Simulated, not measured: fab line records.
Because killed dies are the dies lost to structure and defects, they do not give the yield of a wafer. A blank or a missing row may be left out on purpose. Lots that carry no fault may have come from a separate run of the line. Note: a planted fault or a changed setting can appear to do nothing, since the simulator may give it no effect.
A struck lot beside a sound one ; flow ritCmos ; 43 out of 202 route steps
Sound: these wafers, L407.1, L407.3, L407.4. Struck: wafers L421.1, L421.5, L421.6. The cause comes at the end.
Order at every step that has rows: each side's tool, ch and its chambers, its first start. Under that, the readings that differ: sound wafers ; struck wafers ; difference of the means ; sigmas: that difference in standard deviations of wafers without a fault.
alike: readings whose means differ by less than 2 such deviations, and words and numbers that are the same on both sides. not compared: withheld readings, readings that some wafer has no value for, bounds like >300 that may hide the same value, and numbers for which the record gives no deviation and whose values overlap.
A row with sigmas, a row that says differs or no value, or rows on one side alone: a step with any of these is where the two part. Numbers that don't overlap but have no deviation are shown without sigmas and don't part them. Lack of a reading on every wafer of one side parts them only where that side has two or more wafers.

first, 2 steps without rows for these wafers: RIT_NLDD_HARDBAKE_07 (time 60 s); RIT_NLDD_IMPLANT_08.
RIT_NLDD_STRIP_09: strips in O2, time 180 s.
  sound on plasmaAsher-02 ch 0,1, day 3 04:26; struck on plasmaAsher-03 ch 0,1, day 6 01:17
  alike: drypumpMotorCurrentA
  not compared: rfHoursCounterH
RIT_NLDD_TW_MEAS_10:
  struck on filmMetro-02, day 6 01:28; sound on filmMetro-02, day 3 04:37
  alike: NLDD_TW
then, 6 steps without rows for these wafers: RIT_PLDD_HMDS_00 (prime time 60 s); RIT_PLDD_COAT_01 (resist thk 1000 nm); RIT_PLDD_SOFTBAKE_02 (time 60 s); RIT_PLDD_EXPOSE_03 (exposes mask M8, target cd 40900 nm); RIT_PLDD_PEB_04; RIT_PLDD_DEVELOP_05 (develop time 50 s).
RIT_PLDD_OVL_MEAS_06:
  struck on overlay-02, day 6 02:29; sound on overlay-01, day 3 05:31
  alike: PLDD_OVL
then, 1 step without rows for these wafers: RIT_PLDD_HARDBAKE_07 (time 60 s).
RIT_PLDD_IMPLANT_08:
  sound on implanter-03 ch 0, day 3 05:42; struck on implanter-03 ch 0, day 6 02:41
RIT_PLDD_STRIP_09: strips in O2, time 180 s.
  sound on plasmaAsher-04 ch 0,1, day 3 05:51; struck on plasmaAsher-01 ch 0,1, day 6 02:50
  alike: drypumpMotorCurrentA
  not compared: rfHoursCounterH
RIT_PLDD_TW_MEAS_10:
  struck on filmMetro-01, day 6 03:00; sound on filmMetro-01, day 3 06:02
  alike: PLDD_TW
then, 4 steps without rows for these wafers: RIT_SPACER_CLEAN_00 (cleans in SC1, time 600 s); RIT_SPACER_CLEAN_01 (cleans in dHF, time 30 s); RIT_SPACER_CLEAN_02 (cleans in SC2, time 600 s); RIT_SPACER_CVD_03 (deposits Si3N4 from SiH2Cl2/NH3, target thk 250 nm, time 3300 s).
RIT_SPACER_THK_MEAS_04:
  struck on filmMetro-04, day 6 05:21; sound on filmMetro-03, day 3 08:23
  alike: SPACER_NITRIDE_THK
RIT_SPACER_ETCHBACK_05: etches Si3N4 in SF6/CHF3, stops on SiO2, target depth 250 nm, time 240 s.
  sound on rieDiel-04 ch 0,2,3, day 3 08:27; struck on rieDiel-04 ch 1,2,3, day 6 05:25
  alike: CHF3_flow_sccm, drypumpMotorCurrentA, oesProductAu, throttleValvePct
  not compared: rfHoursCounterH
then, 6 steps without rows for these wafers: RIT_NSD_HMDS_00 (prime time 60 s); RIT_NSD_COAT_01 (resist thk 1000 nm); RIT_NSD_SOFTBAKE_02 (time 60 s); RIT_NSD_EXPOSE_03 (exposes mask M9, target cd 40700 nm); RIT_NSD_PEB_04; RIT_NSD_DEVELOP_05 (develop time 50 s).
RIT_NSD_OVL_MEAS_06:
  struck on overlay-01, day 6 06:26; sound on overlay-01, day 3 09:39
  alike: NSD_OVL
then, 2 steps without rows for these wafers: RIT_NSD_HARDBAKE_07 (time 60 s); RIT_NSD_IMPLANT_08.
RIT_NSD_STRIP_09: strips in O2, time 180 s.
  sound on plasmaAsher-01 ch 0,1, day 3 09:59; struck on plasmaAsher-03 ch 0,1, day 6 06:47
  alike: drypumpMotorCurrentA
  not compared: rfHoursCounterH
RIT_NSD_TW_MEAS_10:
  struck on filmMetro-01, day 6 06:57; sound on filmMetro-01, day 3 10:10
  alike: NSD_TW
then, 6 steps without rows for these wafers: RIT_PSD_HMDS_00 (prime time 60 s); RIT_PSD_COAT_01 (resist thk 1000 nm); RIT_PSD_SOFTBAKE_02 (time 60 s); RIT_PSD_EXPOSE_03 (exposes mask M10, target cd 40900 nm); RIT_PSD_PEB_04; RIT_PSD_DEVELOP_05 (develop time 50 s).
RIT_PSD_OVL_MEAS_06:
  struck on overlay-01, day 6 07:59; sound on overlay-02, day 3 11:04
  alike: PSD_OVL
then, 2 steps without rows for these wafers: RIT_PSD_HARDBAKE_07 (time 60 s); RIT_PSD_IMPLANT_08.
RIT_PSD_STRIP_09: strips in O2, time 180 s.
  sound on plasmaAsher-04 ch 0,1, day 3 11:25; struck on plasmaAsher-01 ch 0,1, day 6 08:19
  alike: drypumpMotorCurrentA
  not compared: rfHoursCounterH
RIT_M1_PROBE_99:
  struck on prober-01, day 6 16:29; sound on prober-01, day 3 20:28
reading;sound;struck;difference;sigmas
model.etest.diodeNwellSub.leakLog10ACm2;-7.22 -7.843 -7.492;-6.846 -7.019 -6.858;+0.611;
  alike: killedAtContacts, killedAtFrontEnd, killedDies, killedOpen, killedShort

## WHERE THEY PART
Nowhere in this record.

WHY: whatever the simulator had introduced
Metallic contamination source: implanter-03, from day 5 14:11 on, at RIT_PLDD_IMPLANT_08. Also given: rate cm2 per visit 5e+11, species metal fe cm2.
